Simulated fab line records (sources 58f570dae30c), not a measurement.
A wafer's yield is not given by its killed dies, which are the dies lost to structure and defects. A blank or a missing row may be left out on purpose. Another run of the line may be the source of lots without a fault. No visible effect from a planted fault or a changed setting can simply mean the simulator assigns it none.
A struck lot beside a sound one || flow berkeley-cmos170 || 44 out of 331 route steps
Sound: these wafers, L428.2, L428.5, L428.6. Struck: wafers L436.3, L436.4, L436.5. At the end, the cause is stated.
For every step that has rows: the tool of each side, followed by ch and its chambers, followed by its first start. Under that, the readings that differ: sound wafers || struck wafers || difference of the means || sigmas: that difference in standard deviations of wafers without a fault.
alike: same words and numbers on both sides, and readings whose means sit less than 2 such deviations apart. not compared: any withheld reading, any reading some wafer has no value for, any bound like >300 that may hide the same value, and any number with overlapping values for which the record gives no deviation.
A row with sigmas, a row that says differs or no value, or rows on one side alone: a step with any of these is where the two part. Numbers that have no deviation but don't overlap get no sigmas and don't part them. Lack of a reading on every wafer of one side parts them only where that side has two or more wafers.

first, 5 steps without rows for these wafers: UCB170_CONTACT_COAT_10 (resist thk 900 nm); UCB170_CONTACT_SOFTBAKE_11 (time 60 s); UCB170_CONTACT_EXPOSE_12 (exposes mask CONT, target cd 700 nm); UCB170_CONTACT_PEB_13; UCB170_CONTACT_DEVELOP_14 (develop time 45 s).
UCB170_CONTACT_CD_MEAS_15 targets a cd of 700 nm.
  sound on cd-sem-02, day 8 10:14; struck on cd-sem-01, day 10 04:31
  alike: cd-nm
UCB170_CONTACT_OVL_MEAS_16:
  sound on overlay-02, day 8 10:20; struck on overlay-02, day 10 04:37
  alike: CONTACT_OVL
UCB170_CONTACT_ETCH_17: etches BARC in N2/H2.
  sound on rie-diel-02 ch 2,3, day 8 10:22; struck on rie-diel-02 ch 0,1, day 10 04:38
  alike: drypump-motor-current-A, oes-product-au, throttle-valve-pct
then, 1 step without rows for these wafers: UCB170_CONTACT_ETCH_18 (etches PSG in CHF3/CF4/Ar, stops on TiSi2, target depth 840 nm, time 195 s).
UCB170_CONTACT_STRIP_19: strips in O2.
  sound on plasma-asher-04 ch 0,1, day 8 10:32; struck on plasma-asher-03 ch 0,1, day 10 04:50
  alike: drypump-motor-current-A, oes-product-au
  not compared: rf-hours-counter-h
UCB170_CONTACT_CD_MEAS_90 targets a cd of 700 nm.
  sound on cd-sem-01, day 8 10:39; struck on cd-sem-02, day 10 04:56
  alike: cd-nm
then, 1 step without rows for these wafers: UCB170_CONTACT_CLEAN_20 (cleans in SPM, time 600 s).
UCB170_M1_SPUTTER_00: material Al, target thk 600 nm, time 80 s.
  sound on pvd-sputter-01, day 8 10:55; struck on pvd-sputter-03, day 10 05:12
{"reading": "model.Al_of_M1_SPUTTER_00.thk-nm (nm)", "sound": "594.5 602.5 598.2", "struck": "776.6 772.5 778.5", "difference": "+177.5", "sigmas": ""}
  alike: throttle-valve-pct
UCB170_M1_RS_MEAS_01: a four-point-probe measurement.
  sound on film-metro-04, day 8 11:01; struck on film-metro-02, day 10 05:19
{"reading": "M1_AL_RS (ohm/sq)", "sound": "0.0489 0.0483 0.0487", "struck": "0.0374 0.0376 0.0373", "difference": -0.0112, "sigmas": -23}
UCB170_M1_THK_MEAS_02: measures by xrf.
  sound on film-metro-04, day 8 11:07; struck on film-metro-02, day 10 05:25
{"reading": "M1_AL_THK (nm)", "sound": "593 603 598", "struck": "769 769 770", "difference": "+171", "sigmas": "+25"}
then, 6 steps without rows for these wafers: UCB170_M1_COAT_03; UCB170_M1_COAT_04 (resist thk 900 nm); UCB170_M1_SOFTBAKE_05 (time 60 s); UCB170_M1_EXPOSE_06 (exposes mask METAL1, target cd 700 nm); UCB170_M1_PEB_07; UCB170_M1_DEVELOP_08 (develop time 45 s).
UCB170_M1_CD_MEAS_09 targets a cd of 700 nm.
  sound on cd-sem-01, day 8 12:29; struck on cd-sem-01, day 10 06:40
  alike: cd-nm
UCB170_M1_OVL_MEAS_10:
  sound on overlay-02, day 8 12:35; struck on overlay-01, day 10 06:46
  alike: M1_OVL
UCB170_M1_ETCH_11: etches BARC in N2/H2.
  sound on rie-diel-04 ch 0,1, day 8 12:37; struck on rie-diel-03 ch 0,3, day 10 06:47
  alike: drypump-motor-current-A, oes-product-au, throttle-valve-pct
UCB170_M1_METAL_ETCH_12: etches Al in Cl2/BCl3, stops on PSG, target depth 780 nm, time 130 s.
  sound on rie-metal-02 ch 0,1, day 8 12:40; struck on rie-metal-03 ch 0,1, day 10 06:52
{"reading": "drypump-motor-current-A (A)", "sound": "5.2 5.2 5.3", "struck": "6.1 6.2 6.3", "difference": "+1.0", "sigmas": "+2"}
{"reading": "oes-product-au (a.u.)", "sound": "0.857 0.847 0.840", "struck": "0.957 1.007 1.016", "difference": "+0.145", "sigmas": "+9"}
  alike: throttle-valve-pct
  not compared: rf-hours-counter-h
then, 1 step without rows for these wafers: UCB170_M1_STRIP_13 (strips in O2).
UCB170_M1_CD_MEAS_90 targets a cd of 700 nm.
  sound on cd-sem-02, day 8 12:55; struck on cd-sem-01, day 10 07:06
  alike: cd-nm
then, 1 step without rows for these wafers: UCB170_M1_ANNEAL_14 (time 1200 s).
UCB170_V1_CVD_00: deposits SiO2 from TEOS/O2, target thk 2000 nm, time 250 s.
  sound on pecvd-01 ch 0, day 8 16:12; struck on pecvd-01 ch 0,1,2, day 10 12:51
  alike: heater-power-w
UCB170_V1_THK_MEAS_01:
  sound on film-metro-03, day 8 16:36; struck on film-metro-03, day 10 13:02
  alike: V1_TEOS_THK
UCB170_V1_CMP_02: polishes SiO2.
  sound on cmp-02 ch 0,1,3, day 8 16:45; struck on cmp-01 ch 0,2, day 10 13:07
  alike: motor-current-A
UCB170_V1_BOW_MEAS_03:
  sound on film-metro-03, day 8 16:58; struck on film-metro-01, day 10 13:25
  alike: V1_BOW
UCB170_V1_THK_MEAS_04:
  sound on film-metro-03, day 8 17:05; struck on film-metro-01, day 10 13:31
  alike: V1_POLISHED_THK
then, 7 steps without rows for these wafers: UCB170_V1_CLEAN_05 (cleans in DIW); UCB170_V1_HMDS_06 (prime time 60 s); UCB170_V1_COAT_07 (resist thk 900 nm); UCB170_V1_SOFTBAKE_08 (time 60 s); UCB170_V1_EXPOSE_09 (exposes mask VIA1, target cd 700 nm); UCB170_V1_PEB_10; UCB170_V1_DEVELOP_11 (develop time 45 s).
UCB170_V1_CD_MEAS_12 targets a cd of 700 nm.
  sound on cd-sem-02, day 8 19:24; struck on cd-sem-01, day 10 14:44
  alike: cd-nm
UCB170_V1_OVL_MEAS_13:
  sound on overlay-02, day 8 19:31; struck on overlay-02, day 10 14:50
  alike: V1_OVL
UCB170_V1_ETCH_14: etches SiO2 in CHF3/CF4/Ar, stops on Al, target depth 1250 nm, time 291 s.
  sound on rie-diel-02 ch 0,1,2, day 8 19:32; struck on rie-diel-02 ch 1,2,3, day 10 14:51
{"reading": "model.Al_of_M1_SPUTTER_00.thk-nm (nm)", "sound": "594.5 602.5 598.1", "struck": "776.6 772.5 778.5", "difference": "+177.5", "sigmas": ""}
  alike: drypump-motor-current-A, oes-product-au, throttle-valve-pct
  not compared: rf-hours-counter-h
UCB170_M3_PROBE_99:
  sound on prober-02, day 9 06:58; struck on prober-01, day 11 00:45
{"reading": "model.etest.m1-comb-over-steps.over-limit", "sound": "0 0 0", "struck": "1 1 1", "difference": "+1", "sigmas": ""}
{"reading": "model.etest.ring.over-limit", "sound": "0 0 0", "struck": "1 1 1", "difference": "+1", "sigmas": ""}
  alike: model.etest.pmos_0p35.over-limit, model.etest.nwell.short, model.etest.contact-nplus.short, model.etest.ring.no-ring, model.etest.nplus-sal.short, model.etest.antenna-m2.over-limit

WHERE THEY PART
At UCB170_M1_RS_MEAS_01 first; at UCB170_M1_METAL_ETCH_12 last (within this record only). Later steps at which nothing parts them and some readings are alike: UCB170_M1_CD_MEAS_90, UCB170_V1_CVD_00, UCB170_V1_THK_MEAS_01, UCB170_V1_CMP_02, UCB170_V1_BOW_MEAS_03, UCB170_V1_THK_MEAS_04, UCB170_V1_CD_MEAS_12, UCB170_V1_OVL_MEAS_13, UCB170_V1_ETCH_14, UCB170_M3_PROBE_99.

WHY: the cause the simulator had injected
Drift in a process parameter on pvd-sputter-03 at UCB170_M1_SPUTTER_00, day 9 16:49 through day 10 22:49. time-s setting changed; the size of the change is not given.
